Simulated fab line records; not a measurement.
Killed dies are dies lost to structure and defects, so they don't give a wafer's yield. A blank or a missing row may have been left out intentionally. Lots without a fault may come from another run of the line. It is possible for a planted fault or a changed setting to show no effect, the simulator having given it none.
Lot-split experiment | flow berkeley cmos170 | route with 331 steps; 5 lots, 23 wafers read

ON THE SPLIT
At UCB170_M1_COAT_04 (resist thk 900 nm), the setting resist thk nm was moved away from the recipe's 900 nm on 9 of the 23 wafers read, by -5.7% to -1.7%. This setting was run at the recipe's value on the other wafers.

FROM THE SPLIT TO THE READING: what the file shows between them, 3 steps
- UCB170_M1_SOFTBAKE_05: time 60 s
- UCB170_M1_EXPOSE_06: exposes mask METAL1, target cd 700 nm
- UCB170_M1_ETCH_11: etches BARC in N2/H2

THE READING
KrF_of_M1_COAT_04.thk nm (the simulator's own value, which no gauge read), in nm, at UCB170_M1_METAL_ETCH_12 (etches Al in Cl2/BCl3, stops on PSG, target depth 780 nm, time 130 s). No usual value for it is given in the file. Here, 14 wafers ran the recipe; their average is 434.3 nm with a standard deviation of 3.9 nm.

wafer  | tool, chamber at the split | resist thk nm as run, nm | against the recipe | KrF_of_M1_COAT_04.thk nm, nm | against lot-mates on the recipe
L076.1 | litho track-01, 0          | 850.4                    | -5.5%              | 390.7                        | -43.3
L076.2 | litho track-01, 0          | 900                      | recipe             | 435.7                        | -
L076.3 | litho track-01, 0          | 900                      | recipe             | 436.1                        | -
L076.4 | litho track-01, 0          | 900                      | recipe             | 430.2                        | -
L076.6 | litho track-01, 0          | 850.4                    | -5.5%              | 384                          | -50.0
L079.2 | litho track-01, 0          | 900                      | recipe             | 437.9                        | -
L079.3 | litho track-01, 0          | 884.6                    | -1.7%              | 417.6                        | -19.5
L079.4 | litho track-01, 0          | 900                      | recipe             | 436.1                        | -
L079.5 | litho track-01, 0          | 900                      | recipe             | 437.4                        | -
L079.6 | litho track-01, 0          | 884.6                    | -1.7%              | 424                          | -13.1
L082.2 | litho track-04, 0          | 848.9                    | -5.7%              | 374.1                        | -58.3
L082.3 | litho track-04, 0          | 900                      | recipe             | 428.8                        | -
L082.4 | litho track-04, 0          | 900                      | recipe             | 439.8                        | -
L082.5 | litho track-04, 0          | 848.9                    | -5.7%              | 389.9                        | -42.5
L082.6 | litho track-04, 0          | 900                      | recipe             | 428.5                        | -
L080.2 | litho track-01, 0          | 900                      | recipe             | 432.5                        | -
L080.3 | litho track-01, 0          | 900                      | recipe             | 427.8                        | -
L080.4 | litho track-01, 0          | 900                      | recipe             | 437.9                        | -
L085.1 | litho track-04, 0          | 871.2                    | -3.2%              | 413.7                        | -22.2
L085.2 | litho track-04, 0          | 900                      | recipe             | 434.3                        | -
L085.4 | litho track-04, 0          | 900                      | recipe             | 437.5                        | -
L085.5 | litho track-04, 0          | 871.2                    | -3.2%              | 407.4                        | -28.5
L085.6 | litho track-04, 0          | 871.2                    | -3.2%              | 406.5                        | -29.4

FIT RESULTS
A straight line over all 23 wafers: KrF_of_M1_COAT_04.thk nm changes by +8.72 nm for each +1% of resist thk nm; r = +0.97; the points scatter about the line by 4.6 nm.
The same after taking each lot's own level away (the mean of its wafers on the recipe; 23 wafers): +8.63 nm for each +1%; r = +0.98; scatter 4.2 nm.
The reading moves by 49 nm for the largest change in resist thk nm, on that fit.
The span of the lots' own levels, 432.37 to 437.13 nm, comes to 1.2 times the standard deviation stated above.
Hence the lot-to-lot level has little effect on the slope; both slopes agree.
Check: for one of the wafers moved furthest among these (-5.7%), held out of the fit, the line's prediction against its lot-mates is -46.7 nm. Against them it came out at -58.3 nm.

THESE WAFERS: OTHER SPLITS
Note: prior to the reading, these wafers also went through further splits. Each is held against what the fit with the lots' levels taken away leaves over:
other split on the same wafers   | wafers away from the commonest value | r with KrF_of_M1_COAT_04.thk nm (lot level and that fit taken away)
UCB170_CONTACT_PEB_13 peb temp c | 6                                    | +0.32

THE WHOLE CHAIN: every reading that the file lists as answering this split, in the file's order
step                    | what it does                                                         | reading                                                                   | change (the file's fit)              | r (the file's)
UCB170_M1_COAT_04       | resist thk 900 nm                                                    | KrF_of_M1_COAT_04.thk nm (the simulator's own value, which no gauge read) | +8.85 nm for each +1% of the setting | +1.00
UCB170_M1_METAL_ETCH_12 | etches Al in Cl2/BCl3, stops on PSG, target depth 780 nm, time 130 s | KrF_of_M1_COAT_04.thk nm (the simulator's own value, which no gauge read) | +8.66 nm for each +1% of the setting | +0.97

FILE'S OWN FIT
KrF_of_M1_COAT_04.thk nm changes by +8.66 nm for each +1% of resist thk nm, r = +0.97.
